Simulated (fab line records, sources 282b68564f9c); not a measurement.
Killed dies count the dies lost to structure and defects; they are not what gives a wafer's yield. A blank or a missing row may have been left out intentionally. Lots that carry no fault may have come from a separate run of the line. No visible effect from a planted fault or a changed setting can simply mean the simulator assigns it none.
fab line records || flow rit_cmos || part 2 of 2: steps 31 to 40 of 40
record {"lots": 5, "wafers": 15, "last_day": 7}
route steps=202 shown PSD@147 SDANNEAL@153 NSD@158 PLDD@159 NLDD@160 SILICIDE@161 CONTACT@168 M1@184
lots that met no fault: taken from a fault-free run of the same line
start_h: hours from the record's first day to the start of the lot's first wafer shown || wait_h: time in hours since the lot's previous step || " the same as in the row above || L1.1+2: one row covering several wafers at once || - no value present, or no start provided || * or withheld: withheld || < > ~ a bound
route shown NAME@n: names a module that has steps shown in the file, with the first one's number in the route || usual: mean and standard deviation over wafers with no fault || same: alike in all rows || chamber/n: place in a boat || sites: each site's reading || _std_site: standard deviation of those values || _edge_site: inner sites' mean taken away from outer sites' mean || radius_mm: for every site, how far away it sits from the centre of the wafer || mask NAME#n: copy n || behind: tool/chamber where the wafer was last shaped || hold: why the lot went on hold/how many hours it stayed there/how the hold came to an end || device: whichever transistor did not switch (one of n, p or np) || end of line: tests of these same wafers at the route's end || a step with no rows: only its recipe || killed: at the first sort, the dies lost to defects and structure; wafer yield is something else || map: a wafer's dies, x killed, . not, _ none there
set.NAME: the setting the step ran with; set.NAME@STEP: the setting that earlier step ran with || model.NAME: the simulator's own value behind a step, which no gauge read
lots at selected steps of the route; one table per step, one row per wafer
services: from which hour (start_h, from the record's first day; less than 0 if before it) a tool's chamber was out of use, for how many hours, and why
## steps
# step RIT_CONTACT_OVL_MEAS_09
# usual {"CONTACT_OVL": "0.3/1.4"}
{"lot.wafer": "L074.1", "tool": "overlay-01", "chamber": "-", "start_h": 58.08, "wait_h": 0.1, "CONTACT_OVL[nm]": 1.8}
{"lot.wafer": "L074.4", "tool": "overlay-01", "chamber": "-", "start_h": 58.08, "wait_h": 0.1, "CONTACT_OVL[nm]": 1.2}
{"lot.wafer": "L074.5", "tool": "overlay-01", "chamber": "-", "start_h": 58.08, "wait_h": 0.1, "CONTACT_OVL[nm]": 1.5}
{"lot.wafer": "L085.1", "tool": "overlay-02", "chamber": "-", "start_h": 108.56, "wait_h": 0.1, "CONTACT_OVL[nm]": -0.4}
{"lot.wafer": "L085.2", "tool": "overlay-02", "chamber": "-", "start_h": 108.56, "wait_h": 0.1, "CONTACT_OVL[nm]": 1.2}
{"lot.wafer": "L085.4", "tool": "overlay-02", "chamber": "-", "start_h": 108.56, "wait_h": 0.1, "CONTACT_OVL[nm]": -0.1}
{"lot.wafer": "L086.1", "tool": "overlay-02", "chamber": "-", "start_h": 113.05, "wait_h": 0.1, "CONTACT_OVL[nm]": 0.4}
{"lot.wafer": "L086.4", "tool": "overlay-02", "chamber": "-", "start_h": 113.05, "wait_h": 0.1, "CONTACT_OVL[nm]": 2.1}
{"lot.wafer": "L086.6", "tool": "overlay-02", "chamber": "-", "start_h": 113.05, "wait_h": 0.1, "CONTACT_OVL[nm]": 0.7}
{"lot.wafer": "L090.3", "tool": "overlay-01", "chamber": "-", "start_h": 133.52, "wait_h": 0.1, "CONTACT_OVL[nm]": 3.0}
{"lot.wafer": "L090.4", "tool": "overlay-01", "chamber": "-", "start_h": 133.52, "wait_h": 0.1, "CONTACT_OVL[nm]": 1.5}
{"lot.wafer": "L090.6", "tool": "overlay-01", "chamber": "-", "start_h": 133.52, "wait_h": 0.1, "CONTACT_OVL[nm]": 1.3}
{"lot.wafer": "L094.2", "tool": "overlay-01", "chamber": "-", "start_h": 152.27, "wait_h": 0.1, "CONTACT_OVL[nm]": 0.7}
{"lot.wafer": "L094.4", "tool": "overlay-01", "chamber": "-", "start_h": 152.27, "wait_h": 0.1, "CONTACT_OVL[nm]": -0.1}
{"lot.wafer": "L094.5", "tool": "overlay-01", "chamber": "-", "start_h": 152.27, "wait_h": 0.1, "CONTACT_OVL[nm]": -0.3}
# step RIT_CONTACT_HARDBAKE_10
# recipe {"resist": "NOVOLAK", "temp_c": 140, "time_s": 60}
{"lot.wafer": "L074.1+4+5", "tool": "litho_track-01", "chamber": 0, "start_h": 58.20, "wait_h": 0.1}
{"lot.wafer": "L085.1+2+4", "tool": "litho_track-01", "chamber": 0, "start_h": 108.59, "wait_h": 0.0}
{"lot.wafer": "L086.1+4+6", "tool": "litho_track-04", "chamber": 0, "start_h": 113.09, "wait_h": 0.0}
{"lot.wafer": "L090.3+4+6", "tool": "litho_track-04", "chamber": 0, "start_h": 133.60, "wait_h": 0.1}
{"lot.wafer": "L094.2+4+5", "tool": "litho_track-04", "chamber": 0, "start_h": 152.33, "wait_h": 0.0}
# step RIT_CONTACT_ETCH_11
# recipe {"target_depth_a": 4800, "over_etch_frac": 0.2, "stop_on": "TiSi2", "chemistry": "CHF3/CF4/Ar", "target": "SiO2", "CHF3_flow_sccm": 50, "cf4_flow_sccm": 10, "Ar_flow_sccm": 100, "O2_flow_sccm": 5, "pressure_mtorr": 100, "rf_w": 200, "time_s": 320}
# usual {"drypump_motor_current_A": "5.70/0.21", "oes_product_au": "0.988/0.012", "throttle_valve_pct": "8.88/0.15"}
{"lot.wafer": "L074.1", "tool": "rie_diel-01", "chamber": 2, "start_h": 58.35, "wait_h": 0.1, "drypump_motor_current_A": 5.67, "oes_product_au": 0.986, "rf_hours_counter_h": 25, "throttle_valve_pct": 8.69}
{"lot.wafer": "L074.4", "tool": "rie_diel-01", "chamber": 2, "start_h": 58.35, "wait_h": 0.1, "drypump_motor_current_A": 5.67, "oes_product_au": 0.990, "rf_hours_counter_h": "-", "throttle_valve_pct": 8.69}
{"lot.wafer": "L074.5", "tool": "rie_diel-01", "chamber": 1, "start_h": 58.35, "wait_h": 0.1, "drypump_motor_current_A": 5.76, "oes_product_au": 0.979, "rf_hours_counter_h": "-", "throttle_valve_pct": 8.96}
{"lot.wafer": "L085.1", "tool": "rie_diel-04", "chamber": 1, "start_h": 108.74, "wait_h": 0.1, "drypump_motor_current_A": 5.88, "oes_product_au": 0.977, "rf_hours_counter_h": 2, "throttle_valve_pct": 8.94}
{"lot.wafer": "L085.2", "tool": "rie_diel-04", "chamber": 3, "start_h": 108.74, "wait_h": 0.1, "drypump_motor_current_A": 5.34, "oes_product_au": 0.978, "rf_hours_counter_h": 36, "throttle_valve_pct": 8.79}
{"lot.wafer": "L085.4", "tool": "rie_diel-04", "chamber": 2, "start_h": 108.74, "wait_h": 0.1, "drypump_motor_current_A": 6.04, "oes_product_au": 1.006, "rf_hours_counter_h": 150, "throttle_valve_pct": 8.73}
{"lot.wafer": "L086.1", "tool": "rie_diel-02", "chamber": 1, "start_h": 113.24, "wait_h": 0.1, "drypump_motor_current_A": 5.31, "oes_product_au": 0.988, "rf_hours_counter_h": 118, "throttle_valve_pct": 9.11}
{"lot.wafer": "L086.4", "tool": "rie_diel-02", "chamber": 3, "start_h": 113.24, "wait_h": 0.1, "drypump_motor_current_A": 6.01, "oes_product_au": 0.974, "rf_hours_counter_h": "-", "throttle_valve_pct": 8.62}
{"lot.wafer": "L086.6", "tool": "rie_diel-02", "chamber": 1, "start_h": 113.24, "wait_h": 0.1, "drypump_motor_current_A": 5.32, "oes_product_au": 0.981, "rf_hours_counter_h": "-", "throttle_valve_pct": 9.10}
{"lot.wafer": "L090.3", "tool": "rie_diel-01", "chamber": 1, "start_h": 133.70, "wait_h": 0.1, "drypump_motor_current_A": 5.77, "oes_product_au": 0.981, "rf_hours_counter_h": 136, "throttle_valve_pct": 8.96}
{"lot.wafer": "L090.4", "tool": "rie_diel-01", "chamber": 3, "start_h": 133.70, "wait_h": 0.1, "drypump_motor_current_A": 5.48, "oes_product_au": 1.010, "rf_hours_counter_h": 108, "throttle_valve_pct": 8.96}
{"lot.wafer": "L090.6", "tool": "rie_diel-01", "chamber": 3, "start_h": 133.70, "wait_h": 0.1, "drypump_motor_current_A": 5.46, "oes_product_au": 1.006, "rf_hours_counter_h": "-", "throttle_valve_pct": 8.96}
{"lot.wafer": "L094.2", "tool": "rie_diel-01", "chamber": 0, "start_h": 152.45, "wait_h": 0.1, "drypump_motor_current_A": 5.75, "oes_product_au": 0.991, "rf_hours_counter_h": 0, "throttle_valve_pct": 9.11}
{"lot.wafer": "L094.4", "tool": "rie_diel-01", "chamber": 1, "start_h": 152.45, "wait_h": 0.1, "drypump_motor_current_A": 5.77, "oes_product_au": 0.987, "rf_hours_counter_h": 137, "throttle_valve_pct": 8.95}
{"lot.wafer": "L094.5", "tool": "rie_diel-01", "chamber": 1, "start_h": 152.45, "wait_h": 0.1, "drypump_motor_current_A": 5.76, "oes_product_au": 0.985, "rf_hours_counter_h": "-", "throttle_valve_pct": 8.96}
# step RIT_CONTACT_STRIP_12
# recipe {"chemistry": "O2", "time_s": 180, "resist": "NOVOLAK", "platen_temp_c": "withheld", "power_w": 500, "pressure_mtorr": 4000, "o2_flow_sccm": 4000}
# usual {"drypump_motor_current_A": "6.1/0.56"}
{"lot.wafer": "L074.1", "tool": "plasma_asher-03", "chamber": 1, "start_h": 58.54, "wait_h": 0.1, "drypump_motor_current_A": 6.2, "rf_hours_counter_h": 41}
{"lot.wafer": "L074.4", "tool": "plasma_asher-03", "chamber": 0, "start_h": 58.54, "wait_h": 0.1, "drypump_motor_current_A": 6.6, "rf_hours_counter_h": "-"}
{"lot.wafer": "L074.5", "tool": "plasma_asher-03", "chamber": 0, "start_h": 58.54, "wait_h": 0.1, "drypump_motor_current_A": 6.6, "rf_hours_counter_h": "-"}
{"lot.wafer": "L085.1", "tool": "plasma_asher-03", "chamber": 0, "start_h": 108.94, "wait_h": 0.1, "drypump_motor_current_A": 6.6, "rf_hours_counter_h": 46}
{"lot.wafer": "L085.2", "tool": "plasma_asher-03", "chamber": 1, "start_h": 108.94, "wait_h": 0.1, "drypump_motor_current_A": 6.2, "rf_hours_counter_h": 46}
{"lot.wafer": "L085.4", "tool": "plasma_asher-03", "chamber": 0, "start_h": 108.94, "wait_h": 0.1, "drypump_motor_current_A": 6.6, "rf_hours_counter_h": "-"}
{"lot.wafer": "L086.1", "tool": "plasma_asher-04", "chamber": 0, "start_h": 113.43, "wait_h": 0.1, "drypump_motor_current_A": 6.6, "rf_hours_counter_h": 33}
{"lot.wafer": "L086.4", "tool": "plasma_asher-04", "chamber": 1, "start_h": 113.43, "wait_h": 0.1, "drypump_motor_current_A": 5.7, "rf_hours_counter_h": "-"}
{"lot.wafer": "L086.6", "tool": "plasma_asher-04", "chamber": 0, "start_h": 113.43, "wait_h": 0.1, "drypump_motor_current_A": 6.6, "rf_hours_counter_h": "-"}
{"lot.wafer": "L090.3", "tool": "plasma_asher-03", "chamber": 0, "start_h": 133.95, "wait_h": 0.2, "drypump_motor_current_A": 6.6, "rf_hours_counter_h": "-"}
{"lot.wafer": "L090.4", "tool": "plasma_asher-03", "chamber": 1, "start_h": 133.95, "wait_h": 0.2, "drypump_motor_current_A": 6.2, "rf_hours_counter_h": "-"}
{"lot.wafer": "L090.6", "tool": "plasma_asher-03", "chamber": 0, "start_h": 133.95, "wait_h": 0.2, "drypump_motor_current_A": 6.6, "rf_hours_counter_h": "-"}
{"lot.wafer": "L094.2", "tool": "plasma_asher-04", "chamber": 0, "start_h": 152.65, "wait_h": 0.1, "drypump_motor_current_A": 6.6, "rf_hours_counter_h": 38}
{"lot.wafer": "L094.4", "tool": "plasma_asher-04", "chamber": 1, "start_h": 152.65, "wait_h": 0.1, "drypump_motor_current_A": 5.7, "rf_hours_counter_h": "-"}
{"lot.wafer": "L094.5", "tool": "plasma_asher-04", "chamber": 0, "start_h": 152.65, "wait_h": 0.1, "drypump_motor_current_A": 6.6, "rf_hours_counter_h": "-"}
# step RIT_CONTACT_CD_MEAS_90
# recipe {"target_cd_nm": 1000}
# usual {"cd_nm": "1000.8/2.4"}
{"lot.wafer": "L074.1", "tool": "cd_sem-01", "chamber": "-", "start_h": 58.72, "wait_h": 0.1, "cd_nm": 998.3}
{"lot.wafer": "L074.4", "tool": "cd_sem-01", "chamber": "-", "start_h": 58.72, "wait_h": 0.1, "cd_nm": 996.6}
{"lot.wafer": "L074.5", "tool": "cd_sem-01", "chamber": "-", "start_h": 58.72, "wait_h": 0.1, "cd_nm": 996.1}
{"lot.wafer": "L085.1", "tool": "cd_sem-01", "chamber": "-", "start_h": 109.11, "wait_h": 0.1, "cd_nm": 1002.7}
{"lot.wafer": "L085.2", "tool": "cd_sem-01", "chamber": "-", "start_h": 109.11, "wait_h": 0.1, "cd_nm": 1002.4}
{"lot.wafer": "L085.4", "tool": "cd_sem-01", "chamber": "-", "start_h": 109.11, "wait_h": 0.1, "cd_nm": 1001.9}
{"lot.wafer": "L086.1", "tool": "cd_sem-01", "chamber": "-", "start_h": 113.61, "wait_h": 0.1, "cd_nm": 1002.9}
{"lot.wafer": "L086.4", "tool": "cd_sem-01", "chamber": "-", "start_h": 113.61, "wait_h": 0.1, "cd_nm": 1000.9}
{"lot.wafer": "L086.6", "tool": "cd_sem-01", "chamber": "-", "start_h": 113.61, "wait_h": 0.1, "cd_nm": 1002.8}
{"lot.wafer": "L090.3", "tool": "cd_sem-02", "chamber": "-", "start_h": 134.11, "wait_h": 0.1, "cd_nm": 1001.2}
{"lot.wafer": "L090.4", "tool": "cd_sem-02", "chamber": "-", "start_h": 134.11, "wait_h": 0.1, "cd_nm": 1002.5}
{"lot.wafer": "L090.6", "tool": "cd_sem-02", "chamber": "-", "start_h": 134.11, "wait_h": 0.1, "cd_nm": 1003.7}
{"lot.wafer": "L094.2", "tool": "cd_sem-02", "chamber": "-", "start_h": 152.84, "wait_h": 0.1, "cd_nm": 997.7}
{"lot.wafer": "L094.4", "tool": "cd_sem-02", "chamber": "-", "start_h": 152.84, "wait_h": 0.1, "cd_nm": 998.0}
{"lot.wafer": "L094.5", "tool": "cd_sem-02", "chamber": "-", "start_h": 152.84, "wait_h": 0.1, "cd_nm": 998.0}
# step RIT_CONTACT_CLEAN_13
# recipe {"chemistry": "SC1", "mix": "3:3:50", "time_s": 600, "temp_c": 75}
# usual {"bath_heat_duty_pct": "16.1/1.8"}
{"lot.wafer": "L074.1", "tool": "wet_bench-02", "chamber": 1, "start_h": 58.84, "wait_h": 0.1, "bath_heat_duty_pct": 17.6}
{"lot.wafer": "L074.4", "tool": "wet_bench-02", "chamber": 1, "start_h": 58.84, "wait_h": 0.1, "bath_heat_duty_pct": 16.2}
{"lot.wafer": "L074.5", "tool": "wet_bench-02", "chamber": 1, "start_h": 58.84, "wait_h": 0.1, "bath_heat_duty_pct": 16.6}
{"lot.wafer": "L085.1", "tool": "wet_bench-03", "chamber": 2, "start_h": 109.23, "wait_h": 0.1, "bath_heat_duty_pct": 15.7}
{"lot.wafer": "L085.2", "tool": "wet_bench-03", "chamber": 2, "start_h": 109.23, "wait_h": 0.1, "bath_heat_duty_pct": 15.8}
{"lot.wafer": "L085.4", "tool": "wet_bench-03", "chamber": 2, "start_h": 109.23, "wait_h": 0.1, "bath_heat_duty_pct": 15.2}
{"lot.wafer": "L086.1", "tool": "wet_bench-02", "chamber": 0, "start_h": 113.73, "wait_h": 0.1, "bath_heat_duty_pct": 16.0}
{"lot.wafer": "L086.4", "tool": "wet_bench-02", "chamber": 0, "start_h": 113.73, "wait_h": 0.1, "bath_heat_duty_pct": 14.4}
{"lot.wafer": "L086.6", "tool": "wet_bench-02", "chamber": 0, "start_h": 113.73, "wait_h": 0.1, "bath_heat_duty_pct": 15.2}
{"lot.wafer": "L090.3", "tool": "wet_bench-03", "chamber": 2, "start_h": 134.19, "wait_h": 0.1, "bath_heat_duty_pct": 14.9}
{"lot.wafer": "L090.4", "tool": "wet_bench-03", "chamber": 2, "start_h": 134.19, "wait_h": 0.1, "bath_heat_duty_pct": 14.4}
{"lot.wafer": "L090.6", "tool": "wet_bench-03", "chamber": 2, "start_h": 134.19, "wait_h": 0.1, "bath_heat_duty_pct": 15.8}
{"lot.wafer": "L094.2", "tool": "wet_bench-02", "chamber": 2, "start_h": 152.94, "wait_h": 0.1, "bath_heat_duty_pct": 20.5}
{"lot.wafer": "L094.4", "tool": "wet_bench-02", "chamber": 2, "start_h": 152.94, "wait_h": 0.1, "bath_heat_duty_pct": 19.3}
{"lot.wafer": "L094.5", "tool": "wet_bench-02", "chamber": 2, "start_h": 152.94, "wait_h": 0.1, "bath_heat_duty_pct": 20.2}
# step RIT_CONTACT_CLEAN_14
# recipe {"chemistry": "SC2", "mix": "3:3:50", "time_s": 600, "temp_c": 75, "dry": "n2_spin"}
# usual {"bath_heat_duty_pct": "16.5/1.7"}
{"lot.wafer": "L074.1", "tool": "wet_bench-03", "chamber": 2, "start_h": 59.19, "wait_h": 0.0, "bath_heat_duty_pct": 16.6}
{"lot.wafer": "L074.4", "tool": "wet_bench-03", "chamber": 2, "start_h": 59.19, "wait_h": 0.0, "bath_heat_duty_pct": 14.9}
{"lot.wafer": "L074.5", "tool": "wet_bench-03", "chamber": 2, "start_h": 59.19, "wait_h": 0.0, "bath_heat_duty_pct": 15.5}
{"lot.wafer": "L085.1", "tool": "wet_bench-01", "chamber": 2, "start_h": 109.44, "wait_h": 0.0, "bath_heat_duty_pct": 16.7}
{"lot.wafer": "L085.2", "tool": "wet_bench-01", "chamber": 2, "start_h": 109.44, "wait_h": 0.0, "bath_heat_duty_pct": 16.9}
{"lot.wafer": "L085.4", "tool": "wet_bench-01", "chamber": 2, "start_h": 109.44, "wait_h": 0.0, "bath_heat_duty_pct": 16.2}
{"lot.wafer": "L086.1", "tool": "wet_bench-01", "chamber": 3, "start_h": 113.90, "wait_h": 0.0, "bath_heat_duty_pct": 18.0}
{"lot.wafer": "L086.4", "tool": "wet_bench-01", "chamber": 3, "start_h": 113.90, "wait_h": 0.0, "bath_heat_duty_pct": 17.7}
{"lot.wafer": "L086.6", "tool": "wet_bench-01", "chamber": 3, "start_h": 113.90, "wait_h": 0.0, "bath_heat_duty_pct": 17.9}
{"lot.wafer": "L090.3", "tool": "wet_bench-02", "chamber": 2, "start_h": 134.36, "wait_h": 0.0, "bath_heat_duty_pct": 20.8}
{"lot.wafer": "L090.4", "tool": "wet_bench-02", "chamber": 2, "start_h": 134.36, "wait_h": 0.0, "bath_heat_duty_pct": 20.5}
{"lot.wafer": "L090.6", "tool": "wet_bench-02", "chamber": 2, "start_h": 134.36, "wait_h": 0.0, "bath_heat_duty_pct": 18.6}
{"lot.wafer": "L094.2", "tool": "wet_bench-01", "chamber": 2, "start_h": 153.12, "wait_h": 0.0, "bath_heat_duty_pct": 16.4}
{"lot.wafer": "L094.4", "tool": "wet_bench-01", "chamber": 2, "start_h": 153.12, "wait_h": 0.0, "bath_heat_duty_pct": 15.6}
{"lot.wafer": "L094.5", "tool": "wet_bench-01", "chamber": 2, "start_h": 153.12, "wait_h": 0.0, "bath_heat_duty_pct": 17.3}
# step RIT_M1_SPUTTER_00
# recipe {"material": "Al", "target_thk_nm": 400, "power_w": 2000, "chamber_pressure_pa": 0.4, "gas": "Ar", "time_s": 500, "substrate_temp_c": 25}
# usual {"cathode_dc_power_W": "2000.0/0.33", "throttle_valve_pct": "30.1/1"}
{"lot.wafer": "L074.1", "tool": "pvd_sputter-03", "chamber": "-", "start_h": 59.36, "wait_h": 0.0, "cathode_dc_power_W": 1999.6, "throttle_valve_pct": 29.7}
{"lot.wafer": "L074.4", "tool": "pvd_sputter-03", "chamber": "-", "start_h": 59.36, "wait_h": 0.0, "cathode_dc_power_W": 1999.8, "throttle_valve_pct": 30.3}
{"lot.wafer": "L074.5", "tool": "pvd_sputter-03", "chamber": "-", "start_h": 59.36, "wait_h": 0.0, "cathode_dc_power_W": 2000.6, "throttle_valve_pct": 30.6}
{"lot.wafer": "L085.1", "tool": "pvd_sputter-03", "chamber": "-", "start_h": 109.63, "wait_h": 0.0, "cathode_dc_power_W": 1999.9, "throttle_valve_pct": 30.3}
{"lot.wafer": "L085.2", "tool": "pvd_sputter-03", "chamber": "-", "start_h": 109.63, "wait_h": 0.0, "cathode_dc_power_W": 1999.5, "throttle_valve_pct": 30.6}
{"lot.wafer": "L085.4", "tool": "pvd_sputter-03", "chamber": "-", "start_h": 109.63, "wait_h": 0.0, "cathode_dc_power_W": 2000.4, "throttle_valve_pct": 29.9}
{"lot.wafer": "L086.1", "tool": "pvd_sputter-04", "chamber": "-", "start_h": 114.09, "wait_h": 0.0, "cathode_dc_power_W": 1999.6, "throttle_valve_pct": 28.8}
{"lot.wafer": "L086.4", "tool": "pvd_sputter-04", "chamber": "-", "start_h": 114.09, "wait_h": 0.0, "cathode_dc_power_W": 1999.8, "throttle_valve_pct": 31.6}
{"lot.wafer": "L086.6", "tool": "pvd_sputter-04", "chamber": "-", "start_h": 114.09, "wait_h": 0.0, "cathode_dc_power_W": 1999.9, "throttle_valve_pct": 31.4}
{"lot.wafer": "L090.3", "tool": "pvd_sputter-04", "chamber": "-", "start_h": 134.54, "wait_h": 0.0, "cathode_dc_power_W": 2000.0, "throttle_valve_pct": 28.6}
{"lot.wafer": "L090.4", "tool": "pvd_sputter-04", "chamber": "-", "start_h": 134.54, "wait_h": 0.0, "cathode_dc_power_W": 1999.7, "throttle_valve_pct": 31.2}
{"lot.wafer": "L090.6", "tool": "pvd_sputter-04", "chamber": "-", "start_h": 134.54, "wait_h": 0.0, "cathode_dc_power_W": 2000.2, "throttle_valve_pct": 28.9}
{"lot.wafer": "L094.2", "tool": "pvd_sputter-04", "chamber": "-", "start_h": 153.29, "wait_h": 0.0, "cathode_dc_power_W": 2000.0, "throttle_valve_pct": 28.7}
{"lot.wafer": "L094.4", "tool": "pvd_sputter-04", "chamber": "-", "start_h": 153.29, "wait_h": 0.0, "cathode_dc_power_W": 1999.5, "throttle_valve_pct": 28.8}
{"lot.wafer": "L094.5", "tool": "pvd_sputter-04", "chamber": "-", "start_h": 153.29, "wait_h": 0.0, "cathode_dc_power_W": 2000.0, "throttle_valve_pct": 28.7}
# step RIT_M1_RS_MEAS_01
# recipe {"thk_meas_gauge": "four-point-probe", "reads": "Al_of_M1_SPUTTER_00"}
# usual {"M1_AL_RS": "0.0735/0.00083"}
{"lot.wafer": "L074.1", "tool": "film_metro-03", "chamber": "-", "start_h": 59.66, "wait_h": 0.1, "M1_AL_RS[ohm/sq]": 0.0735}
{"lot.wafer": "L074.4", "tool": "film_metro-03", "chamber": "-", "start_h": 59.66, "wait_h": 0.1, "M1_AL_RS[ohm/sq]": 0.0736}
{"lot.wafer": "L074.5", "tool": "film_metro-03", "chamber": "-", "start_h": 59.66, "wait_h": 0.1, "M1_AL_RS[ohm/sq]": 0.0741}
{"lot.wafer": "L085.1", "tool": "film_metro-02", "chamber": "-", "start_h": 109.92, "wait_h": 0.1, "M1_AL_RS[ohm/sq]": 0.0742}
{"lot.wafer": "L085.2", "tool": "film_metro-02", "chamber": "-", "start_h": 109.92, "wait_h": 0.1, "M1_AL_RS[ohm/sq]": 0.0745}
{"lot.wafer": "L085.4", "tool": "film_metro-02", "chamber": "-", "start_h": 109.92, "wait_h": 0.1, "M1_AL_RS[ohm/sq]": 0.0751}
{"lot.wafer": "L086.1", "tool": "film_metro-02", "chamber": "-", "start_h": 114.39, "wait_h": 0.1, "M1_AL_RS[ohm/sq]": 0.0737}
{"lot.wafer": "L086.4", "tool": "film_metro-02", "chamber": "-", "start_h": 114.39, "wait_h": 0.1, "M1_AL_RS[ohm/sq]": 0.0739}
{"lot.wafer": "L086.6", "tool": "film_metro-02", "chamber": "-", "start_h": 114.39, "wait_h": 0.1, "M1_AL_RS[ohm/sq]": 0.0731}
{"lot.wafer": "L090.3", "tool": "film_metro-02", "chamber": "-", "start_h": 134.87, "wait_h": 0.2, "M1_AL_RS[ohm/sq]": 0.0742}
{"lot.wafer": "L090.4", "tool": "film_metro-02", "chamber": "-", "start_h": 134.87, "wait_h": 0.2, "M1_AL_RS[ohm/sq]": 0.0738}
{"lot.wafer": "L090.6", "tool": "film_metro-02", "chamber": "-", "start_h": 134.87, "wait_h": 0.2, "M1_AL_RS[ohm/sq]": 0.0740}
{"lot.wafer": "L094.2", "tool": "film_metro-01", "chamber": "-", "start_h": 153.61, "wait_h": 0.2, "M1_AL_RS[ohm/sq]": 0.0737}
{"lot.wafer": "L094.4", "tool": "film_metro-01", "chamber": "-", "start_h": 153.61, "wait_h": 0.2, "M1_AL_RS[ohm/sq]": 0.0729}
{"lot.wafer": "L094.5", "tool": "film_metro-01", "chamber": "-", "start_h": 153.61, "wait_h": 0.2, "M1_AL_RS[ohm/sq]": 0.0741}
# step RIT_M1_THK_MEAS_02
# recipe {"thk_meas_gauge": "xrf", "reads": "Al_of_M1_SPUTTER_00"}
# usual {"M1_AL_THK": "393/5.1"}
{"lot.wafer": "L074.1", "tool": "film_metro-03", "chamber": "-", "start_h": 59.78, "wait_h": 0.1, "M1_AL_THK[nm]": 391}
{"lot.wafer": "L074.4", "tool": "film_metro-03", "chamber": "-", "start_h": 59.78, "wait_h": 0.1, "M1_AL_THK[nm]": 394}
{"lot.wafer": "L074.5", "tool": "film_metro-03", "chamber": "-", "start_h": 59.78, "wait_h": 0.1, "M1_AL_THK[nm]": 392}
{"lot.wafer": "L085.1", "tool": "film_metro-02", "chamber": "-", "start_h": 110.04, "wait_h": 0.1, "M1_AL_THK[nm]": 390}
{"lot.wafer": "L085.2", "tool": "film_metro-02", "chamber": "-", "start_h": 110.04, "wait_h": 0.1, "M1_AL_THK[nm]": 389}
{"lot.wafer": "L085.4", "tool": "film_metro-02", "chamber": "-", "start_h": 110.04, "wait_h": 0.1, "M1_AL_THK[nm]": 387}
{"lot.wafer": "L086.1", "tool": "film_metro-02", "chamber": "-", "start_h": 114.51, "wait_h": 0.1, "M1_AL_THK[nm]": 393}
{"lot.wafer": "L086.4", "tool": "film_metro-02", "chamber": "-", "start_h": 114.51, "wait_h": 0.1, "M1_AL_THK[nm]": 391}
{"lot.wafer": "L086.6", "tool": "film_metro-02", "chamber": "-", "start_h": 114.51, "wait_h": 0.1, "M1_AL_THK[nm]": 395}
{"lot.wafer": "L090.3", "tool": "film_metro-02", "chamber": "-", "start_h": 134.97, "wait_h": 0.1, "M1_AL_THK[nm]": 392}
{"lot.wafer": "L090.4", "tool": "film_metro-02", "chamber": "-", "start_h": 134.97, "wait_h": 0.1, "M1_AL_THK[nm]": 395}
{"lot.wafer": "L090.6", "tool": "film_metro-02", "chamber": "-", "start_h": 134.97, "wait_h": 0.1, "M1_AL_THK[nm]": 394}
{"lot.wafer": "L094.2", "tool": "film_metro-01", "chamber": "-", "start_h": 153.72, "wait_h": 0.1, "M1_AL_THK[nm]": 387}
{"lot.wafer": "L094.4", "tool": "film_metro-01", "chamber": "-", "start_h": 153.72, "wait_h": 0.1, "M1_AL_THK[nm]": 394}
{"lot.wafer": "L094.5", "tool": "film_metro-01", "chamber": "-", "start_h": 153.72, "wait_h": 0.1, "M1_AL_THK[nm]": 388}
## services
{"tool": "rie_diel-04", "chamber": 1, "start_h": 33.26, "hours": 12.4, "kind": "repair"}
{"tool": "pecvd-02", "chamber": "-", "start_h": 42.49, "hours": 1.6, "kind": "repair"}
{"tool": "rie_diel-01", "chamber": 3, "start_h": 48.77, "hours": 5.7, "kind": "repair"}
{"tool": "plasma_asher-03", "chamber": "-", "start_h": 53.22, "hours": 1.4, "kind": "repair"}
{"tool": "rie_diel-01", "chamber": 3, "start_h": 54.52, "hours": 7.7, "kind": "repair"}
{"tool": "pvd_sputter-02", "chamber": "-", "start_h": 60.30, "hours": 2.8, "kind": "repair"}
{"tool": "implanter-02", "chamber": "-", "start_h": 61.10, "hours": 4.6, "kind": "pm"}
{"tool": "iline_stepper-02", "chamber": "-", "start_h": 63.82, "hours": 2.4, "kind": "repair"}
{"tool": "pecvd-04", "chamber": "-", "start_h": 66.59, "hours": 2.4, "kind": "repair"}
{"tool": "rie_diel-02", "chamber": "-", "start_h": 69.61, "hours": 0.8, "kind": "repair"}
{"tool": "iline_stepper-01", "chamber": "-", "start_h": 69.80, "hours": 1.7, "kind": "pm"}
{"tool": "rie_diel-01", "chamber": 2, "start_h": 71.12, "hours": 4.4, "kind": "repair"}
{"tool": "pvd_sputter-02", "chamber": "-", "start_h": 73.40, "hours": 5.4, "kind": "repair"}
{"tool": "rie_diel-01", "chamber": 0, "start_h": 74.13, "hours": 4.8, "kind": "repair"}
{"tool": "pvd_sputter-04", "chamber": "-", "start_h": 74.58, "hours": 2.1, "kind": "repair"}
{"tool": "rie_diel-04", "chamber": "-", "start_h": 75.58, "hours": 2.8, "kind": "pm"}
{"tool": "implanter-01", "chamber": "-", "start_h": 84.15, "hours": 3.2, "kind": "repair"}
{"tool": "rie_diel-04", "chamber": "-", "start_h": 87.53, "hours": 0.4, "kind": "repair"}
{"tool": "pecvd-04", "chamber": "-", "start_h": 98.63, "hours": 2.8, "kind": "pm"}
{"tool": "iline_stepper-02", "chamber": "-", "start_h": 106.40, "hours": 6.0, "kind": "repair"}
{"tool": "plasma_asher-01", "chamber": "-", "start_h": 108.75, "hours": 9.0, "kind": "pm"}
{"tool": "plasma_asher-03", "chamber": "-", "start_h": 116.76, "hours": 2.8, "kind": "pm"}
{"tool": "pecvd-02", "chamber": 0, "start_h": 139.51, "hours": 4.0, "kind": "repair"}
{"tool": "wet_bench-03", "chamber": "-", "start_h": 150.97, "hours": 1.2, "kind": "repair"}
